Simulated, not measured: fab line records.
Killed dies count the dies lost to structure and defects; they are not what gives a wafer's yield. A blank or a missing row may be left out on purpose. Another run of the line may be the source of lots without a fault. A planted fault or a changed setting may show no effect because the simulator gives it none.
fab line records | flow ritCmos
record: lots: 5 | wafers: 15 | lastDay: 8
route steps=202 shown CONTACT@179 M1@184
lots with no fault: from the same line, run without faults
startH: hours from the record's opening day to when the first of the lot's shown wafers began | waitH: hours from the lot's prior step to this one | " the same as in the row above | L1.1+2: one row covering several wafers at once | - no value, or no start was given | * or withheld: withheld | < > ~ a bound
route shown NAME@n: a module of which the file shows steps, and the number in the route of the first | usual: the fault-free wafers' mean and standard deviation | same: alike in all rows | chamber/n: place in a boat | sites: each site's reading | _std_site: standard deviation of those values | _edge_site: the outer-site mean with the inner-site mean subtracted | radiusMm: for every site, how far away it sits from the centre of the wafer | mask NAME#n: copy n | behind: the last tool/chamber to shape the wafer | hold: the reason the lot was held/the length of the hold in hours/how it ended | device: which transistor (n, p or np) failed to switch | end of line: the tests these same wafers got at the end of their route | a step without rows: its recipe alone | killed: count of dies lost to structure and defects at first sort (not the wafer's yield) | map: shows each die of a wafer: x if killed, . if not, _ if none is there
set.NAME: the setting as run; set.NAME@STEP: as run at that earlier step | model.NAME: the simulator's own value behind a step, which no gauge read
lots at selected steps of the route; one table per step, one row per wafer
services: the hour from which a tool's chamber was out of use, counted from the record's first day as startH (under 0 if before that day), plus the number of hours and why
== steps ==
step: RIT_CONTACT_ETCH_11
recipe: targetDepthA: 4800 | overEtchFrac: 0.2 | stopOn: TiSi2 | chemistry: CHF3/CF4/Ar | target: SiO2 | CHF3_flow_sccm: 50 | cf4FlowSccm: 10 | Ar_flow_sccm: 100 | O2_flow_sccm: 5 | pressureMtorr: 100 | rfW: 200 | timeS: 320
usual: drypumpMotorCurrentA: 5.8/0.5 | oesProductAu: 1.001/0.017 | throttleValvePct: 8.90/0.092
lot.wafer | tool       | chamber | startH | waitH | drypumpMotorCurrentA | oesProductAu | rfHoursCounterH | throttleValvePct
L083.1    | rieDiel-04 | 2       | 122.30 | 0.1   | 6.3                  | 1.001        | 82              | 8.75
L083.4    | "          | 0       | "      | "     | 5.1                  | 0.997        | -               | 8.75
L083.5    | "          | 3       | "      | "     | 6.1                  | 0.968        | -               | 8.88
L089.1    | rieDiel-04 | 3       | 149.63 | 0.1   | 6.1                  | 0.971        | 102             | 8.89
L089.3    | "          | 1       | "      | "     | 5.2                  | 0.990        | 8               | 8.86
L089.5    | "          | 0       | "      | "     | 5.1                  | 1.007        | -               | 8.75
L090.3    | rieDiel-02 | 1       | 151.88 | 0.1   | 5.5                  | 0.990        | 7               | 9.04
L090.4    | "          | 2       | "      | "     | 6.7                  | 1.008        | 104             | 8.92
L090.6    | "          | 3       | "      | "     | 5.2                  | 1.016        | -               | 8.89
L094.1    | rieDiel-02 | 1       | 164.46 | 0.1   | 5.5                  | 0.995        | 7               | 9.07
L094.5    | "          | 0       | "      | "     | 5.3                  | 1.004        | -               | 9.00
L094.6    | "          | 1       | "      | "     | 5.5                  | 0.994        | -               | 9.06
L096.1    | rieDiel-01 | 2       | 177.59 | 0.1   | 6.0                  | 0.971        | 20              | 8.84
L096.2    | "          | 0       | "      | "     | 6.0                  | 1.023        | 33              | 8.81
L096.6    | "          | 3       | "      | "     | 6.1                  | 1.003        | -               | 9.00
step: RIT_CONTACT_STRIP_12
recipe: chemistry: O2 | timeS: 180 | resist: NOVOLAK | platenTempC: withheld | powerW: 500 | pressureMtorr: 4000 | o2FlowSccm: 4000
usual: drypumpMotorCurrentA: 6.0/0.74 | o2FlowSccm: 4000/13
lot.wafer | tool           | chamber | startH | waitH | drypumpMotorCurrentA | o2FlowSccm | rfHoursCounterH
L083.1    | plasmaAsher-02 | 0       | 122.49 | 0.1   | 5.4                  | 4018       | 49
L083.4    | "              | 0       | "      | "     | 5.4                  | 4012       | -
L083.5    | "              | 1       | "      | "     | 5.2                  | 4004       | -
L089.1    | plasmaAsher-02 | 0       | 149.83 | 0.1   | 5.4                  | 3993       | 53
L089.3    | "              | 0       | "      | "     | 5.4                  | 4013       | -
L089.5    | "              | 1       | "      | "     | 5.2                  | 4000       | -
L090.3    | plasmaAsher-04 | 0       | 152.14 | 0.2   | 6.7                  | 3999       | -
L090.4    | "              | 1       | "      | "     | 6.6                  | 4006       | -
L090.6    | "              | 0       | "      | "     | 6.7                  | 4004       | -
L094.1    | plasmaAsher-04 | 0       | 164.65 | 0.1   | 6.8                  | 3991       | 48
L094.5    | "              | 0       | "      | "     | 6.8                  | 3994       | -
L094.6    | "              | 1       | "      | "     | 6.6                  | 3995       | -
L096.1    | plasmaAsher-03 | 0       | 177.79 | 0.1   | 6.4                  | 3995       | 38
L096.2    | "              | 1       | "      | "     | 4.9                  | 4005       | 38
L096.6    | "              | 1       | "      | "     | 4.9                  | 4019       | -
step: RIT_CONTACT_CD_MEAS_90
recipe: targetCdNm: 1000
usual: cdNm: 1000.0/2.7
lot.wafer | tool     | chamber | startH | waitH | cdNm
L083.1    | cdSem-01 | -       | 122.67 | 0.1   | 1001.1
L083.4    | "        | -       | "      | "     | 1000.6
L083.5    | "        | -       | "      | "     | 999.3
L089.1    | cdSem-01 | -       | 150.00 | 0.1   | 998.1
L089.3    | "        | -       | "      | "     | 995.3
L089.5    | "        | -       | "      | "     | 994.7
L090.3    | cdSem-02 | -       | 152.35 | 0.2   | 1000.8
L090.4    | "        | -       | "      | "     | 999.4
L090.6    | "        | -       | "      | "     | 1000.8
L094.1    | cdSem-01 | -       | 164.83 | 0.1   | 999.5
L094.5    | "        | -       | "      | "     | 999.1
L094.6    | "        | -       | "      | "     | 998.7
L096.1    | cdSem-01 | -       | 177.96 | 0.1   | 1001.4
L096.2    | "        | -       | "      | "     | 1002.8
L096.6    | "        | -       | "      | "     | 1000.6
step: RIT_CONTACT_CLEAN_13
recipe: chemistry: SC1 | mix: 3:3:50 | timeS: 611.7 | tempC: 75
lot.wafer  | tool        | chamber | startH | waitH
L083.1+4+5 | wetBench-02 | 2       | 122.79 | 0.1
L089.1+3+5 | wetBench-03 | 3       | 150.12 | 0.1
L090.3+4+6 | wetBench-01 | 3       | 152.43 | 0.1
L094.1+5+6 | wetBench-01 | 2       | 164.95 | 0.1
L096.1+2+6 | wetBench-02 | 0       | 178.08 | 0.1
step: RIT_CONTACT_CLEAN_14
recipe: chemistry: SC2 | mix: 3:3:50 | timeS: 600 | tempC: 75 | dry: n2Spin
lot.wafer  | tool        | chamber | startH | waitH
L083.1+4+5 | wetBench-01 | 0       | 122.96 | 0.0
L089.1+3+5 | wetBench-01 | 3       | 150.31 | 0.0
L090.3+4+6 | wetBench-01 | 3       | 152.62 | 0.0
L094.1+5+6 | wetBench-03 | 3       | 165.12 | 0.0
L096.1+2+6 | wetBench-01 | 0       | 178.26 | 0.0
step: RIT_M1_SPUTTER_00
recipe: material: Al | targetThkNm: 400 | powerW: 2000 | chamberPressurePa: 0.4 | gas: Ar | timeS: 500 | substrateTempC: 25
usual: throttleValvePct: 30.3/1.2
lot.wafer | tool          | chamber | startH | waitH | throttleValvePct
L083.1    | pvdSputter-02 | -       | 123.14 | 0.0   | 29.5
L083.4    | "             | -       | "      | "     | 30.5
L083.5    | "             | -       | "      | "     | 30.6
L089.1    | pvdSputter-02 | -       | 150.50 | 0.0   | 30.0
L089.3    | "             | -       | "      | "     | 32.6
L089.5    | "             | -       | "      | "     | 30.1
L090.3    | pvdSputter-01 | -       | 152.82 | 0.0   | 28.6
L090.4    | "             | -       | "      | "     | 30.3
L090.6    | "             | -       | "      | "     | 31.5
L094.1    | pvdSputter-01 | -       | 165.30 | 0.0   | 31.1
L094.5    | "             | -       | "      | "     | 30.6
L094.6    | "             | -       | "      | "     | 31.4
L096.1    | pvdSputter-03 | -       | 178.43 | 0.0   | 30.1
L096.2    | "             | -       | "      | "     | 27.7
L096.6    | "             | -       | "      | "     | 30.0
step: RIT_M1_RS_MEAS_01
recipe: thkMeasGauge: four-point-probe | reads: Al_of_M1_SPUTTER_00
usual: M1_AL_RS: 0.0732/0.00076
lot.wafer | tool         | chamber | startH | waitH | M1_AL_RS[ohm/sq]
L083.1    | filmMetro-02 | -       | 123.43 | 0.1   | 0.0744
L083.4    | "            | -       | "      | "     | 0.0739
L083.5    | "            | -       | "      | "     | 0.0745
L089.1    | filmMetro-02 | -       | 150.80 | 0.1   | 0.0718
L089.3    | "            | -       | "      | "     | 0.0718
L089.5    | "            | -       | "      | "     | 0.0727
L090.3    | filmMetro-04 | -       | 153.15 | 0.2   | 0.0717
L090.4    | "            | -       | "      | "     | 0.0721
L090.6    | "            | -       | "      | "     | 0.0730
L094.1    | filmMetro-04 | -       | 165.59 | 0.1   | 0.0730
L094.5    | "            | -       | "      | "     | 0.0731
L094.6    | "            | -       | "      | "     | 0.0726
L096.1    | filmMetro-04 | -       | 178.73 | 0.1   | 0.0731
L096.2    | "            | -       | "      | "     | 0.0738
L096.6    | "            | -       | "      | "     | 0.0736
step: RIT_M1_THK_MEAS_02
recipe: thkMeasGauge: xrf | reads: Al_of_M1_SPUTTER_00
usual: M1_AL_THK: 401/4.6
lot.wafer | tool         | chamber | startH | waitH | M1_AL_THK[nm]
L083.1    | filmMetro-02 | -       | 123.55 | 0.1   | 393
L083.4    | "            | -       | "      | "     | 396
L083.5    | "            | -       | "      | "     | 393
L089.1    | filmMetro-02 | -       | 150.92 | 0.1   | 407
L089.3    | "            | -       | "      | "     | 406
L089.5    | "            | -       | "      | "     | 398
L090.3    | filmMetro-04 | -       | 153.25 | 0.1   | 413
L090.4    | "            | -       | "      | "     | 408
L090.6    | "            | -       | "      | "     | 404
L094.1    | filmMetro-04 | -       | 165.71 | 0.1   | 402
L094.5    | "            | -       | "      | "     | 406
L094.6    | "            | -       | "      | "     | 406
L096.1    | filmMetro-04 | -       | 178.85 | 0.1   | 400
L096.2    | "            | -       | "      | "     | 399
L096.6    | "            | -       | "      | "     | 399
step: RIT_M1_HMDS_03
recipe: primeTimeS: 60 | primeTempC: 140
usual: resistLineTempC: 23.01/0.11
same: primeTimeS: 60
lot.wafer | tool          | chamber | startH | waitH | resistLineTempC
L083.1    | lithoTrack-03 | 0       | 123.61 | 0.1   | 22.96
L083.4    | "             | 0       | "      | "     | 22.99
L083.5    | "             | 0       | "      | "     | 23.00
L089.1    | lithoTrack-01 | 0       | 151.27 | 0.3   | 22.98
L089.3    | "             | 0       | "      | "     | 23.01
L089.5    | "             | 0       | "      | "     | 23.04
L090.3    | lithoTrack-04 | 0       | 153.34 | 0.1   | 23.04
L090.4    | "             | 0       | "      | "     | 23.11
L090.6    | "             | 0       | "      | "     | 23.16
L094.1    | lithoTrack-03 | 0       | 166.01 | 0.3   | 22.81
L094.5    | "             | 0       | "      | "     | 22.88
L094.6    | "             | 0       | "      | "     | 22.99
L096.1    | lithoTrack-03 | 0       | 178.91 | 0.1   | 23.01
L096.2    | "             | 0       | "      | "     | 23.01
L096.6    | "             | 0       | "      | "     | 23.15
step: RIT_M1_COAT_04
recipe: resist: NOVOLAK | spinRpm: 2000 | resistThkNm: 1300
usual: resistLineTempC: 22.98/0.12
lot.wafer | tool          | chamber | startH | waitH | resistLineTempC
L083.1    | lithoTrack-03 | 0       | 123.76 | 0.1   | 23.06
L083.4    | "             | 0       | "      | "     | 23.19
L083.5    | "             | 0       | "      | "     | 23.29
L089.1    | lithoTrack-01 | 0       | 151.42 | 0.1   | 22.88
L089.3    | "             | 0       | "      | "     | 23.12
L089.5    | "             | 0       | "      | "     | 22.91
L090.3    | lithoTrack-04 | 0       | 153.49 | 0.1   | 22.72
L090.4    | "             | 0       | "      | "     | 22.93
L090.6    | "             | 0       | "      | "     | 23.20
L094.1    | lithoTrack-03 | 0       | 166.16 | 0.1   | 23.04
L094.5    | "             | 0       | "      | "     | 22.86
L094.6    | "             | 0       | "      | "     | 23.04
L096.1    | lithoTrack-03 | 0       | 179.06 | 0.1   | 22.88
L096.2    | "             | 0       | "      | "     | 22.95
L096.6    | "             | 0       | "      | "     | 22.92
step: RIT_M1_SOFTBAKE_05
recipe: resist: NOVOLAK | tempC: 90 | timeS: 60
usual: resistLineTempC: 23.03/0.11
lot.wafer | tool          | chamber | startH | waitH | resistLineTempC
L083.1    | lithoTrack-03 | 0       | 123.91 | 0.1   | 22.97
L083.4    | "             | 0       | "      | "     | 22.95
L083.5    | "             | 0       | "      | "     | 22.84
L089.1    | lithoTrack-01 | 0       | 151.57 | 0.1   | 23.13
L089.3    | "             | 0       | "      | "     | 23.11
L089.5    | "             | 0       | "      | "     | 22.89
L090.3    | lithoTrack-04 | 0       | 153.64 | 0.1   | 23.11
L090.4    | "             | 0       | "      | "     | 23.11
L090.6    | "             | 0       | "      | "     | 22.98
L094.1    | lithoTrack-03 | 0       | 166.31 | 0.1   | 22.98
L094.5    | "             | 0       | "      | "     | 23.12
L094.6    | "             | 0       | "      | "     | 23.00
L096.1    | lithoTrack-03 | 0       | 179.21 | 0.1   | 22.85
L096.2    | "             | 0       | "      | "     | 22.92
L096.6    | "             | 0       | "      | "     | 23.02
step: RIT_M1_EXPOSE_06
recipe: maskId: M12 | na: 0.6 | sourceShape: conventional | sigmaOuter: 0.5 | targetCdNm: 2600 | doseMj: 250
same: sigmaOuter: 0.5
lot.wafer  | tool            | chamber | startH | waitH | mask
L083.1+4+5 | ilineStepper-01 | 0       | 124.19 | 0.2   | M12#0
L089.1+3+5 | ilineStepper-02 | 0       | 151.85 | 0.2   | M12#0
L090.3+4+6 | ilineStepper-02 | 0       | 154.07 | 0.4   | M12#0
L094.1+5+6 | ilineStepper-01 | 0       | 166.58 | 0.2   | M12#0
L096.1+2+6 | ilineStepper-01 | 0       | 179.36 | 0.1   | M12#0
step: RIT_M1_PEB_07
recipe: resist: NOVOLAK | tempC: withheld | timeS: withheld
usual: resistLineTempC: *
lot.wafer | tool          | chamber | startH | waitH | resistLineTempC
L083.1    | lithoTrack-01 | 0       | 124.35 | 0.1   | *
L083.4    | "             | 0       | "      | "     | *
L083.5    | "             | 0       | "      | "     | *
L089.1    | lithoTrack-04 | 0       | 151.96 | 0.1   | *
L089.3    | "             | 0       | "      | "     | *
L089.5    | "             | 0       | "      | "     | *
L090.3    | lithoTrack-01 | 0       | 154.20 | 0.1   | *
L090.4    | "             | 0       | "      | "     | *
L090.6    | "             | 0       | "      | "     | *
L094.1    | lithoTrack-01 | 0       | 166.74 | 0.1   | *
L094.5    | "             | 0       | "      | "     | *
L094.6    | "             | 0       | "      | "     | *
L096.1    | lithoTrack-04 | 0       | 179.47 | 0.1   | *
L096.2    | "             | 0       | "      | "     | *
L096.6    | "             | 0       | "      | "     | *
step: RIT_M1_DEVELOP_08
recipe: resist: NOVOLAK | developTimeS: 68 | devTempC: 23
usual: resistLineTempC: 23.01/0.11
lot.wafer | tool          | chamber | startH | waitH | resistLineTempC
L083.1    | lithoTrack-01 | 0       | -      | -     | 23.17
L083.4    | "             | 0       | "      | "     | 22.95
L083.5    | "             | 0       | "      | "     | 23.04
L089.1    | lithoTrack-04 | 0       | -      | -     | 22.78
L089.3    | "             | 0       | "      | "     | 22.94
L089.5    | "             | 0       | "      | "     | 22.94
L090.3    | lithoTrack-01 | 0       | -      | -     | 23.15
L090.4    | "             | 0       | "      | "     | 23.09
L090.6    | "             | 0       | "      | "     | 23.22
L094.1    | lithoTrack-01 | 0       | -      | -     | 23.06
L094.5    | "             | 0       | "      | "     | 22.85
L094.6    | "             | 0       | "      | "     | 22.99
L096.1    | lithoTrack-04 | 0       | -      | -     | 22.99
L096.2    | "             | 0       | "      | "     | 23.08
L096.6    | "             | 0       | "      | "     | 23.09
step: RIT_M1_CD_MEAS_09
recipe: targetCdNm: 2600
usual: cdNm: 2600.2/2.6
lot.wafer | tool     | chamber | startH | waitH | cdNm
L083.1    | cdSem-02 | -       | 124.67 | -     | 2601.2
L083.4    | "        | -       | "      | "     | 2600.5
L083.5    | "        | -       | "      | "     | 2597.8
L089.1    | cdSem-01 | -       | 152.36 | -     | 2599.9
L089.3    | "        | -       | "      | "     | 2601.6
L089.5    | "        | -       | "      | "     | 2599.7
L090.3    | cdSem-01 | -       | 154.50 | -     | 2596.4
L090.4    | "        | -       | "      | "     | 2596.5
L090.6    | "        | -       | "      | "     | 2598.7
L094.1    | cdSem-02 | -       | 167.05 | -     | 2596.2
L094.5    | "        | -       | "      | "     | 2596.7
L094.6    | "        | -       | "      | "     | 2599.2
L096.1    | cdSem-02 | -       | 179.79 | -     | 2598.1
L096.2    | "        | -       | "      | "     | 2598.4
L096.6    | "        | -       | "      | "     | 2596.9
step: RIT_M1_OVL_MEAS_10
usual: M1_OVL: 0.7/1.4
lot.wafer | tool       | chamber | startH | waitH | M1_OVL[nm]
L083.1    | overlay-02 | -       | 124.79 | 0.1   | 1.1
L083.4    | "          | -       | "      | "     | 1.1
L083.5    | "          | -       | "      | "     | 2.6
L089.1    | overlay-01 | -       | 152.48 | 0.1   | 1.5
L089.3    | "          | -       | "      | "     | 1.2
L089.5    | "          | -       | "      | "     | 1.9
L090.3    | overlay-01 | -       | 154.60 | 0.1   | -1.8
L090.4    | "          | -       | "      | "     | 1.6
L090.6    | "          | -       | "      | "     | 1.1
L094.1    | overlay-01 | -       | 167.17 | 0.1   | 3.9
L094.5    | "          | -       | "      | "     | 1.4
L094.6    | "          | -       | "      | "     | 1.6
L096.1    | overlay-01 | -       | 179.91 | 0.1   | -0.5
L096.2    | "          | -       | "      | "     | -0.6
L096.6    | "          | -       | "      | "     | 0.9
step: RIT_M1_HARDBAKE_11
recipe: resist: NOVOLAK | tempC: 138.8 | timeS: 120
usual: resistLineTempC: 22.99/0.1
lot.wafer | tool          | chamber | startH | waitH | resistLineTempC
L083.1    | lithoTrack-04 | 0       | 124.84 | 0.0   | 22.99
L083.4    | "             | 0       | "      | "     | 23.14
L083.5    | "             | 0       | "      | "     | 23.01
L089.1    | lithoTrack-03 | 0       | 152.52 | 0.0   | 22.91
L089.3    | "             | 0       | "      | "     | 22.93
L089.5    | "             | 0       | "      | "     | 22.96
L090.3    | lithoTrack-04 | 0       | 154.71 | 0.1   | 23.03
L090.4    | "             | 0       | "      | "     | 23.04
L090.6    | "             | 0       | "      | "     | 23.03
L094.1    | lithoTrack-04 | 0       | 167.21 | 0.0   | 22.97
L094.5    | "             | 0       | "      | "     | 23.07
L094.6    | "             | 0       | "      | "     | 23.14
L096.1    | lithoTrack-01 | 0       | 179.94 | 0.0   | 22.93
L096.2    | "             | 0       | "      | "     | 22.90
L096.6    | "             | 0       | "      | "     | 22.90
step: RIT_M1_METAL_ETCH_12
recipe: stopOn: SiO2 | chemistry: Cl2/BCl3 | target: Al | timeS: 165 | overEtchFrac: 0.5 | pressureMtorr: 100 | targetDepthA: 6000 | rfW: 250 | Cl2_flow_sccm: 60 | bcl3FlowSccm: 50
usual: drypumpMotorCurrentA: 5.48/0.23 | heBacksideLeakSccm: 3.30/0.26 | oesProductAu: 0.781/0.01 | throttleValvePct: 8.20/0.14
lot.wafer | tool        | chamber | startH | waitH | drypumpMotorCurrentA | heBacksideLeakSccm | oesProductAu | rfHoursCounterH | throttleValvePct
L083.1    | rieMetal-02 | 0       | 125.09 | 0.2   | 5.57                 | 3.10               | 0.777        | 0.9             | 8.23
L083.4    | "           | 0       | "      | "     | 5.57                 | 3.15               | 0.769        | -               | 8.22
L083.5    | "           | 0       | "      | "     | 5.56                 | 3.05               | 0.765        | -               | 8.22
L089.1    | rieMetal-02 | 1       | 152.77 | 0.2   | 5.41                 | 3.04               | 0.803        | 1.1             | 8.04
L089.3    | "           | 1       | "      | "     | 5.39                 | 3.17               | 0.802        | -               | 8.05
L089.5    | "           | 1       | "      | "     | 5.39                 | 3.15               | 0.788        | -               | 8.05
L090.3    | rieMetal-04 | 1       | 154.93 | 0.2   | 5.88                 | 3.24               | 0.792        | -               | 8.18
L090.4    | "           | 0       | "      | "     | 5.37                 | 3.31               | 0.778        | -               | 8.29
L090.6    | "           | 0       | "      | "     | 5.38                 | 3.41               | 0.773        | -               | 8.31
L094.1    | rieMetal-04 | 0       | 167.46 | 0.2   | 5.37                 | 3.21               | 0.772        | 4.0             | 8.29
L094.5    | "           | 1       | "      | "     | 5.89                 | 2.77               | 0.782        | -               | 8.18
L094.6    | "           | 0       | "      | "     | 5.37                 | 3.39               | 0.775        | -               | 8.32
L096.1    | rieMetal-04 | 0       | 180.19 | 0.2   | 5.36                 | 3.15               | 0.771        | 4.1             | 8.31
L096.2    | "           | 1       | "      | "     | 5.90                 | 3.23               | 0.776        | 3.8             | 8.20
L096.6    | "           | 0       | "      | "     | 5.37                 | 3.11               | 0.759        | -               | 8.29
step: RIT_M1_STRIP_13
recipe: chemistry: nmp | resist: NOVOLAK | tempC: 80 | timeS: 600 | dry: n2Spin
lot.wafer  | tool        | chamber | startH | waitH
L083.1+4+5 | wetBench-02 | 1       | 125.42 | 0.3
L089.1+3+5 | wetBench-04 | 2       | 152.93 | 0.1
L090.3+4+6 | wetBench-04 | 1       | 155.04 | 0.1
L094.1+5+6 | wetBench-04 | 2       | 167.62 | 0.1
L096.1+2+6 | wetBench-03 | 3       | 180.35 | 0.1
step: RIT_M1_STRIP_14
recipe: chemistry: O2 | timeS: 180 | platenTempC: withheld | powerW: 500 | pressureMtorr: 4000 | o2FlowSccm: 4000
usual: drypumpMotorCurrentA: 5.5/0.5 | o2FlowSccm: 4000/13
lot.wafer | tool           | chamber | startH | waitH | drypumpMotorCurrentA | o2FlowSccm | rfHoursCounterH
L083.1    | plasmaAsher-03 | 0       | 125.59 | 0.0   | 6.4                  | 3991       | 33
L083.4    | "              | 0       | "      | "     | 6.4                  | 3985       | -
L083.5    | "              | 1       | "      | "     | 4.9                  | 4001       | -
L089.1    | plasmaAsher-01 | 1       | 153.10 | 0.0   | 5.3                  | 3997       | 4
L089.3    | "              | 0       | "      | "     | 5.5                  | 3985       | -
L089.5    | "              | 1       | "      | "     | 5.3                  | 4009       | -
L090.3    | plasmaAsher-01 | 1       | 155.29 | 0.1   | 5.3                  | 4005       | -
L090.4    | "              | 0       | "      | "     | 5.5                  | 3995       | -
L090.6    | "              | 0       | "      | "     | 5.5                  | 4015       | -
L094.1    | plasmaAsher-02 | 0       | 167.79 | 0.0   | 5.4                  | 4005       | 55
L094.5    | "              | 0       | "      | "     | 5.4                  | 3992       | -
L094.6    | "              | 1       | "      | "     | 5.2                  | 3991       | -
L096.1    | plasmaAsher-01 | 1       | 180.53 | 0.0   | 5.3                  | 3994       | 7
L096.2    | "              | 0       | "      | "     | 5.5                  | 4001       | 7
L096.6    | "              | 0       | "      | "     | 5.4                  | 4014       | -
step: RIT_M1_CD_MEAS_90
recipe: targetCdNm: 2600
usual: cdNm: 2599.9/2.5
lot.wafer | tool     | chamber | startH | waitH | cdNm
L083.1    | cdSem-02 | -       | 125.77 | 0.1   | 2601.4
L083.4    | "        | -       | "      | "     | 2599.6
L083.5    | "        | -       | "      | "     | 2596.4
L089.1    | cdSem-01 | -       | 153.28 | 0.1   | 2597.7
L089.3    | "        | -       | "      | "     | 2600.8
L089.5    | "        | -       | "      | "     | 2598.7
L090.3    | cdSem-01 | -       | 155.45 | 0.1   | 2595.4
L090.4    | "        | -       | "      | "     | 2596.7
L090.6    | "        | -       | "      | "     | 2600.0
L094.1    | cdSem-01 | -       | 167.97 | 0.1   | 2596.2
L094.5    | "        | -       | "      | "     | 2597.6
L094.6    | "        | -       | "      | "     | 2596.7
L096.1    | cdSem-02 | -       | 180.70 | 0.1   | 2597.3
L096.2    | "        | -       | "      | "     | 2597.9
L096.6    | "        | -       | "      | "     | 2596.2
step: RIT_M1_ANNEAL_15
recipe: tempC: 450 | timeS: 1800 | ambient: forming_gas_H2N2
usual: spikeTcCentreC: 453.4/1.1
lot.wafer | tool       | chamber | startH | waitH | spikeTcCentreC
L083.1    | furnace-02 | 0       | 125.89 | 0.1   | 452.3
L083.4    | "          | 0       | "      | "     | 454.5
L083.5    | "          | 0       | "      | "     | 454.5
L089.1    | furnace-02 | 0       | 153.40 | 0.1   | 453.4
L089.3    | "          | 0       | "      | "     | 451.9
L089.5    | "          | 0       | "      | "     | 454.4
L090.3    | furnace-02 | 0       | 156.78 | 1.3   | 454.6
L090.4    | "          | 0       | "      | "     | 453.6
L090.6    | "          | 0       | "      | "     | 453.3
L094.1    | furnace-02 | 0       | 168.12 | 0.1   | 451.1
L094.5    | "          | 0       | "      | "     | 452.6
L094.6    | "          | 0       | "      | "     | 453.9
L096.1    | furnace-02 | 0       | 181.53 | 0.8   | 453.9
L096.2    | "          | 0       | "      | "     | 453.3
L096.6    | "          | 0       | "      | "     | 453.5
step: RIT_M1_BOW_MEAS_16
recipe: mode: bow
usual: M1_BOW: 18/6.7
lot.wafer | tool         | chamber | startH | waitH | M1_BOW[um]
L083.1    | filmMetro-01 | -       | 127.39 | 0.0   | 18
L083.4    | "            | -       | "      | "     | 25
L083.5    | "            | -       | "      | "     | 21
L089.1    | filmMetro-01 | -       | 154.90 | 0.0   | 8
L089.3    | "            | -       | "      | "     | 15
L089.5    | "            | -       | "      | "     | 19
L090.3    | filmMetro-01 | -       | 158.32 | 0.0   | 15
L090.4    | "            | -       | "      | "     | 21
L090.6    | "            | -       | "      | "     | 23
L094.1    | filmMetro-04 | -       | 169.62 | 0.0   | 21
L094.5    | "            | -       | "      | "     | 14
L094.6    | "            | -       | "      | "     | 9
L096.1    | filmMetro-01 | -       | 183.03 | 0.0   | 23
L096.2    | "            | -       | "      | "     | 17
L096.6    | "            | -       | "      | "     | 16
step: RIT_M1_PROBE_99
usual: defectLimitedYield: 97.3/1.2 | killedAtContacts: 0.1/0.29 | killedAtFrontEnd: 7/3.1 | killedDies: 7/3.1 | killedOpen: 3.4/1.9 | killedShort: 3.6/2.1 | sort_bin_3_pad_short: 0.1/0.21 | sort_bin_5_function: 1.6/0.85 | sort_bin_6_memory: 1.0/0.72 | sortNPass: 257/3.2 | sortYieldPct: 97.3/1.2
same: grossDies: 264 | killed_at_M0_to_M3: 0 | killed_at_M4_up: 0 | killedAtBackSide: 0 | killedAtOther: 0
lot.wafer | tool      | chamber | startH | waitH | defectLimitedYield[%] | killedAtContacts | killedAtFrontEnd | killedDies | killedOpen | killedShort | sort_bin_3_pad_short[%] | sort_bin_5_function[%] | sort_bin_6_memory[%] | sortNPass | sortYieldPct[%]
L089.1    | prober-02 | -       | 155.02 | 0.1   | 97.0                  | 0                | 8                | 8          | 5          | 3           | 0                       | 2.3                    | 0.8                  | 256       | 97.0
L089.3    | prober-02 | -       | 155.12 | 0.2   | 98.9                  | 0                | 3                | 3          | 0          | 3           | 0.4                     | 0                      | 0.8                  | 261       | 98.9
L089.5    | prober-02 | -       | 155.22 | 0.2   | 95.8                  | 0                | 11               | 11         | 6          | 5           | 0                       | 3.0                    | 1.1                  | 253       | 95.8
L090.3    | prober-02 | -       | 158.50 | 0.2   | 97.0                  | 0                | 8                | 8          | 2          | 6           | 0                       | 1.5                    | 1.5                  | 256       | 97.0
L090.4    | prober-02 | -       | 158.55 | 0.2   | 97.0                  | 0                | 8                | 8          | 3          | 5           | 0.4                     | 1.5                    | 1.1                  | 256       | 97.0
L090.6    | prober-02 | -       | 158.65 | 0.2   | 95.1                  | 0                | 13               | 13         | 8          | 5           | 0                       | 2.7                    | 2.3                  | 251       | 95.1
killed by level:class
L089.1 FOX1:geometricParticle:open=2 GATE:geometricParticle:open=2 FOX1:geometricParticle:short=1 FOX2:geometricParticle:short=1 REOX:geometricParticle:open=1 SPACER:geometricParticle:short=1
L089.3 FOX1:geometricParticle:short=1 GATE:geometricParticle:short=1 SPACER:geometricParticle:short=1
L089.5 GATE:geometricParticle:open=5 GATE:geometricParticle:short=3 FOX1:geometricParticle:short=2 FOX1:geometricParticle:open=1
L090.3 GATE:geometricParticle:short=4 FOX1:geometricParticle:short=1 FOX2:geometricParticle:short=1 REOX:geometricParticle:open=1 SPACER:geometricParticle:open=1
L090.4 FOX1:geometricParticle:short=3 GATE:geometricParticle:short=1 GATE:geometricParticle:open=1 REOX:geometricParticle:open=1 SILICIDE:geometricParticle:short=1 SILICIDE:geometricParticle:open=1
L090.6 GATE:geometricParticle:open=5 GATE:geometricParticle:short=3 FOX2:geometricParticle:open=2 FOX1:geometricParticle:short=1 REOX:geometricParticle:open=1 REOX:geometricParticle:short=1
== services ==
tool            | chamber | startH | hours | kind
lithoTrack-03   | -       | 100.37 | -     | consumableReplace:filter
rieDiel-04      | 1       | 105.06 | 19.3  | repair
plasmaAsher-01  | -       | 108.75 | 9.0   | pm
plasmaAsher-01  | 0       | 108.75 | 9.0   | ventCycle
rieDiel-02      | 1       | 112.11 | 13.2  | repair
rieDiel-04      | -       | 112.98 | 0.6   | repair
ilineStepper-01 | -       | 119.14 | 1.7   | pm
rieDiel-04      | 2       | 120.54 | 1.5   | repair
plasmaAsher-04  | -       | 121.84 | 3.7   | pm
rieMetal-02     | 1       | 122.41 | 6.6   | repair
pvdSputter-03   | -       | 126.12 | 4.2   | repair
wetBench-01     | -       | 138.97 | 1.4   | repair
rieMetal-02     | 0       | 140.87 | 6.5   | repair
rieDiel-01      | 2       | 142.01 | 5.6   | repair
plasmaAsher-02  | -       | 145.29 | 0.8   | repair
rieMetal-02     | -       | 146.03 | 2.8   | pm
rieDiel-04      | 2       | 147.35 | 6.5   | repair
wetBench-02     | -       | 148.26 | 29.6  | pm
plasmaAsher-03  | -       | 151.56 | 1.9   | repair
ilineStepper-02 | -       | 168.20 | 2.9   | repair
rieDiel-04      | 1       | 168.29 | 6.2   | repair
plasmaAsher-03  | -       | 172.27 | 2.8   | pm
ilineStepper-02 | -       | 174.54 | 1.7   | pm
rieDiel-04      | -       | 179.23 | 3.2   | repair
== key ==
fault none
